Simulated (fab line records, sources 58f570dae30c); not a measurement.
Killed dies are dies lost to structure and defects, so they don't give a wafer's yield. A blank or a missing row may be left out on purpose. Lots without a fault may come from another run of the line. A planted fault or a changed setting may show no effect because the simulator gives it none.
Which tool did it? | flow berkeley_cmos170 | 14 lots, 41 wafers sampled, at 6 steps of a route of 331

WHAT THE GAUGES READ, wafer by wafer
UCB170_PSD_OVL_MEAS_07.
lot  | measured     | on         | PSD_OVL (nm)
L434 | day 6 01:47  | overlay-01 | 2 -2 -5
L435 | day 6 06:22  | overlay-02 | -4 -1 -1
L437 | day 7 02:59  | overlay-01 | 15 1 9
L438 | day 7 03:20  | overlay-01 | 0 9 3
L436 | day 7 03:32  | overlay-02 | -8 -2 -6
L440 | day 7 10:32  | overlay-01 | -4 -6
L443 | day 8 09:14  | overlay-02 | 2 3 1
L449 | day 9 07:04  | overlay-02 | 13 -3 4
L451 | day 9 14:50  | overlay-01 | 1 -1 9
L450 | day 9 15:05  | overlay-01 | 2 1 7
L453 | day 10 07:27 | overlay-01 | -8 2 2
L455 | day 10 14:35 | overlay-01 | 1 -3 3
L452 | day 10 14:04 | overlay-02 | 3 -6 -6
L457 | day 11 04:00 | overlay-01 | -7 0 -1

UCB170_NSD_CD_MEAS_06: target cd 1200 nm.
lot  | measured     | on        | cd_nm (nm)
L434 | day 6 05:04  | cd_sem-01 | 1201.3 1200.7 1199.9
L435 | day 6 08:32  | cd_sem-01 | 1199.4 1198.4 1199.6
L437 | day 7 04:44  | cd_sem-01 | 1201.7 1199.5 1200.0
L438 | day 7 05:01  | cd_sem-01 | 1201.4 1200.4 1201.2
L436 | day 7 05:15  | cd_sem-01 | 1198.0 1198.6 1198.8
L440 | day 7 12:23  | cd_sem-02 | 1198.7 1199.8
L443 | day 8 11:30  | cd_sem-01 | 1200.2 1200.4 1201.0
L449 | day 9 11:02  | cd_sem-01 | 1197.7 1198.3 1197.0
L451 | day 9 16:23  | cd_sem-02 | 1199.0 1199.4 1198.4
L450 | day 9 16:37  | cd_sem-01 | 1201.6 1201.3 1202.1
L453 | day 10 09:11 | cd_sem-01 | 1197.6 1196.9 1198.5
L455 | day 10 16:11 | cd_sem-01 | 1200.4 1200.4 1199.6
L452 | day 10 15:32 | cd_sem-02 | 1201.0 1201.2 1201.4
L457 | day 11 07:02 | cd_sem-02 | 1200.1 1200.1 1199.9

UCB170_M1_RS_MEAS_01: measures by four-point-probe.
lot  | measured     | on            | M1_AL_RS (ohm/sq)
L434 | day 6 14:10  | film_metro-04 | 0.0494 0.0492 0.0488
L435 | day 6 17:28  | film_metro-04 | 0.0480 0.0486 0.0482
L437 | day 7 12:31  | film_metro-02 | 0.0494 0.0490 0.0485
L438 | day 7 13:34  | film_metro-03 | 0.0481 0.0483 0.0481
L436 | day 7 13:50  | film_metro-02 | 0.0486 0.0491 0.0488
L440 | day 7 20:56  | film_metro-03 | 0.0903 0.0926
L443 | day 8 18:59  | film_metro-02 | 0.0922 0.0909 0.0893
L449 | day 9 21:23  | film_metro-03 | 0.0491 0.0488 0.0483
L451 | day 9 23:13  | film_metro-03 | 0.0474 0.0485 0.0479
L450 | day 10 03:18 | film_metro-02 | 0.0487 0.0483 0.0489
L453 | day 10 16:42 | film_metro-03 | 0.0490 0.0487 0.0488
L455 | day 11 01:28 | film_metro-04 | 0.0486 0.0481 0.0493
L452 | day 10 23:53 | film_metro-04 | 0.0486 0.0486 0.0486
L457 | day 11 17:33 | film_metro-03 | 0.0487 0.0483 0.0493

UCB170_M1_THK_MEAS_02: measures by xrf.
lot  | measured     | on            | M1_AL_THK (nm)
L434 | day 6 14:17  | film_metro-04 | 587 591 590
L435 | day 6 17:34  | film_metro-04 | 605 596 603
L437 | day 7 12:38  | film_metro-02 | 579 587 594
L438 | day 7 13:41  | film_metro-03 | 595 588 595
L436 | day 7 13:58  | film_metro-02 | 589 581 585
L440 | day 7 21:01  | film_metro-03 | 319 312
L443 | day 8 19:06  | film_metro-02 | 315 321 327
L449 | day 9 21:30  | film_metro-03 | 580 586 590
L451 | day 9 23:19  | film_metro-03 | 599 590 596
L450 | day 10 03:25 | film_metro-02 | 595 598 594
L453 | day 10 16:48 | film_metro-03 | 583 588 582
L455 | day 11 01:35 | film_metro-04 | 593 600 582
L452 | day 11 00:01 | film_metro-04 | 588 592 590
L457 | day 11 17:40 | film_metro-03 | 587 598 580

WHICH TOOL RAN EACH LOT (tool, then ch and the chambers of the sampled wafers, then the start)
lot  | UCB170_PLDD_STRIP_10                 | UCB170_M1_SPUTTER_00
L434 | plasma_asher-03 ch 0,1, day 5 16:28  | pvd_sputter-01, day 6 14:05
L435 | plasma_asher-03 ch 0,1, day 5 21:28  | pvd_sputter-04, day 6 17:22
L437 | plasma_asher-03 ch 0,1, day 6 19:39  | pvd_sputter-01, day 7 12:27
L438 | plasma_asher-01 ch 0,1, day 6 19:49  | pvd_sputter-03, day 7 13:30
L436 | plasma_asher-04 ch 0,1, day 6 19:57  | pvd_sputter-01, day 7 13:47
L440 | plasma_asher-04 ch 0,1, day 7 01:41  | pvd_sputter-03, day 7 20:50
L443 | plasma_asher-03 ch 0,1, day 8 01:45  | pvd_sputter-03, day 8 18:54
L449 | plasma_asher-03 ch 0,1, day 8 21:16  | pvd_sputter-04, day 9 21:19
L451 | plasma_asher-04 ch 0,1, day 9 05:23  | pvd_sputter-01, day 9 23:08
L450 | plasma_asher-04 ch 0,1, day 9 05:49  | pvd_sputter-04, day 10 03:13
L453 | plasma_asher-01 ch 0,1, day 9 23:41  | pvd_sputter-01, day 10 16:36
L455 | plasma_asher-03 ch 0,1, day 10 04:47 | pvd_sputter-01, day 11 01:24
L452 | plasma_asher-04 ch 0,1, day 10 05:03 | pvd_sputter-04, day 10 23:50
L457 | plasma_asher-04 ch 0,1, day 10 21:23 | pvd_sputter-04, day 11 17:29
- UCB170_PLDD_STRIP_10: strips in O2.
- UCB170_M1_SPUTTER_00: material Al, target thk 600 nm, time 80 s.

WHAT THE TOOLS THEMSELVES READ (means of the sampled wafers that have a number; where no wafer has one, the mark that the record gives instead)
UCB170_PLDD_STRIP_10.
lot  | tool            | drypump_motor_current_A (A) | oes_product_au (a.u.) | strip_time_to_endpoint_s (s)
L434 | plasma_asher-03 | 5.6                         | 0.732                 | 21.63
L435 | plasma_asher-03 | 5.7                         | 0.733                 | 21.63
L437 | plasma_asher-03 | 5.7                         | 0.738                 | 21.56
L438 | plasma_asher-01 | 5.4                         | 0.736                 | 21.56
L436 | plasma_asher-04 | 6.2                         | 0.736                 | 21.55
L440 | plasma_asher-04 | 6.2                         | 0.735                 | 21.68
L443 | plasma_asher-03 | 6.2                         | 0.736                 | 21.64
L449 | plasma_asher-03 | 6.2                         | 0.737                 | 21.74
L451 | plasma_asher-04 | 6.2                         | 0.731                 | 21.72
L450 | plasma_asher-04 | 6.3                         | 0.730                 | 21.65
L453 | plasma_asher-01 | 5.3                         | 0.734                 | 21.64
L455 | plasma_asher-03 | 5.6                         | 0.731                 | 21.71
L452 | plasma_asher-04 | 6.2                         | 0.737                 | 21.58
L457 | plasma_asher-04 | 6.3                         | 0.731                 | 21.52

UCB170_M1_SPUTTER_00.
lot  | tool           | throttle_valve_pct (%)
L434 | pvd_sputter-01 | 29.5
L435 | pvd_sputter-04 | 30.4
L437 | pvd_sputter-01 | 28.9
L438 | pvd_sputter-03 | 29.2
L436 | pvd_sputter-01 | 28.8
L440 | pvd_sputter-03 | 29.6
L443 | pvd_sputter-03 | 29.8
L449 | pvd_sputter-04 | 29.5
L451 | pvd_sputter-01 | 30.6
L450 | pvd_sputter-04 | 29.6
L453 | pvd_sputter-01 | 30.6
L455 | pvd_sputter-01 | 28.7
L452 | pvd_sputter-04 | 29.5
L457 | pvd_sputter-04 | 29.6

THE ANSWER, worked out from the rows above alone
Rule: what is usual is taken from the lots themselves. Put in order of their means at a reading, lots are off if they are a third of the lots or fewer, leave a main group of 4 or more, and stand apart from it by a gap of 3 or more times the standard deviation of the main group's means; of several such gaps the widest counts. A main group whose means are all the same, to the digits that the tables above print for the reading, isn't used. A lot without any number at a reading at which 4 lots or more have one is off too. The other lots that the step has rows for count as sound. The gauges are gone through in route order, then the tools' own readings, and for those a lot's mean is taken as printed above. The first step at which some lot is off is used, and at that step the reading that is off furthest; a lot without a number counts as furthest.
Off: L440, L443, at UCB170_M1_RS_MEAS_01 (M1_AL_RS). The main group: mean 0.0486 ohm/sq, standard deviation 0.00033.
A tool fits if, at a process step before that reading, it ran every lot that is off, and no sound lot after the first of them. The gauges at UCB170_M1_RS_MEAS_01 are tried like those tools. One fits: pvd_sputter-03 at UCB170_M1_SPUTTER_00. Its last sound lot is L438 (day 7 13:30), its first lot that is off L440 (day 7 20:50): a fault that began between those two fits.

WHAT THE SIMULATOR HAD PUT IN
Process parameter drift: pvd_sputter-03, from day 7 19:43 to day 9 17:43, at UCB170_M1_SPUTTER_00. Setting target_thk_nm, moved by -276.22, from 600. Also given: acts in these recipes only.
Lots struck among those shown: L440, L443. The rule above found the same.
